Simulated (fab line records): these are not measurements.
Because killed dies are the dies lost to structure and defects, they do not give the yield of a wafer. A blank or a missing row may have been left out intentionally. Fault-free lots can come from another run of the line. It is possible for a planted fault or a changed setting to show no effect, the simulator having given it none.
The same fault as seen by 2 desks | flow berkeley_cmos170 | only its own numbers are on each desk; what lay behind them is given at the end

## THE TOOL OWNER'S DESK: lpcvd-02
The tool's own readings at UCB170_GATE_CVD_04 (deposits poly-Si from SiH4, time 1440 s, target thk 214 nm): means of the sampled wafers that have a number, for each lot that ran on this tool. Any lot whose mean is over 4 standard deviations away from the usual mean is out of limits and marked OUT; that distance is given in the brackets.
Columns: A = spike_tc_centre_C at UCB170_GATE_CVD_04, usual 613.2 C; B = zone_power_centre_pct at UCB170_GATE_CVD_04, usual 27.9 %; C = zone_power_source_pct at UCB170_GATE_CVD_04, usual 11.9 %
lot  | first seen here | A               | B    | C
L616 | day 8 03:59     | 613.3           | 24.7 | 11.4
L617 | day 8 03:59     | 614.7           | 28.7 | 12.7
L618 | day 8 03:59     | 612.4           | 24.3 | 11.3
L619 | day 8 15:46     | 613.1           | 24.6 | 11.4
L620 | day 8 15:46     | 612.9           | 24.6 | 11.4
L621 | day 8 15:46     | 613.7           | 24.7 | 11.5
L622 | day 9 06:07     | 613.7           | 24.2 | 11.5
L623 | day 9 06:07     | 614.1           | 28.8 | 12.7
L629 | day 10 22:44    | 626.9 (+12) OUT | 27.5 | 11.0
L631 | day 10 22:44    | 624.9 (+11) OUT | 27.7 | 10.9
L635 | day 12 04:31    | 612.0           | 28.4 | 12.9
This desk's finding: out of limits on L629, L631; first on L629, day 10 22:44 (spike_tc_centre_C at UCB170_GATE_CVD_04). L616, L617, L618, L619, L620, L621, L622, L623, L635 stayed within limits.

## AT THE METROLOGY DESK
What the gauges read for every lot (on any tool): the sampled wafers with a number, averaged. Any lot whose mean is over 4 standard deviations away from the usual mean is out of limits and marked OUT; that distance is given in the brackets.
Columns: A = ACTIVE_OXIDE_THK at UCB170_ACTIVE_THK_MEAS_03, usual 26.7 nm; B = ACTIVE_OVL at UCB170_ACTIVE_OVL_MEAS_14, usual -5 nm; C = FIELD_OXIDE_LEFT_2_THK at UCB170_FIELD_THK_MEAS_91, usual 359 nm; D = GATE_POLY_THK at UCB170_GATE_THK_MEAS_05, usual 214.9 nm
lot  | first seen here | A    | B   | C   | D
L612 | day 4 14:51     | 26.4 | -4  | 338 | 213.7
L613 | day 4 14:51     | 26.9 | -2  | 368 | 212.3
L614 | day 4 21:27     | 26.3 | -6  | 369 | 212.4
L616 | day 5 12:23     | 26.3 | -5  | 368 | 217.3
L618 | day 5 12:23     | 27.5 | -8  | 370 | 213.8
L617 | day 5 12:26     | 26.5 | -14 | 365 | 216.0
L621 | day 6 01:41     | 27.0 | -2  | 368 | 213.3
L619 | day 6 01:41     | 26.9 | -5  | 379 | 213.4
L620 | day 6 01:41     | 26.9 | -8  | 360 | 217.2
L622 | day 6 17:07     | 26.7 | -10 | 354 | 217.0
L623 | day 6 17:07     | 26.1 | 1   | 357 | 216.2
L629 | day 8 08:15     | 27.0 | -6  | 355 | 252.9 (+17) OUT
L631 | day 8 08:19     | 26.3 | 4   | 377 | 228.4 (+5.9) OUT
L635 | day 9 12:35     | 26.7 | -4  | 351 | 213.5
This desk reports L629, L631 out of limits; the earliest was L629 at day 11 00:08 (GATE_POLY_THK at UCB170_GATE_THK_MEAS_05). L612, L613, L614, L616, L618, L617, L621, L619, L620, L622, L623, L635 stayed within limits.

## PUT TOGETHER
The tool owner's desk could have raised an alarm at day 10 22:44, on L629, L631.
On L629, L631, the metrology desk was in a position to raise an alarm at day 11 00:08.
All the named lots went through UCB170_GATE_CVD_04 on lpcvd-02.

## WHAT THE SIMULATOR HAD PUT IN
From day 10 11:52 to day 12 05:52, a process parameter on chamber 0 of lpcvd-02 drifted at UCB170_GATE_CVD_04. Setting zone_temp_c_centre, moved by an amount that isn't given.
Struck lots among those shown: L629, L631.
Delay (hours) between the fault's onset and each desk's first out-of-limits reading: 11 at the tool owner's desk, 12 at the metrology desk.
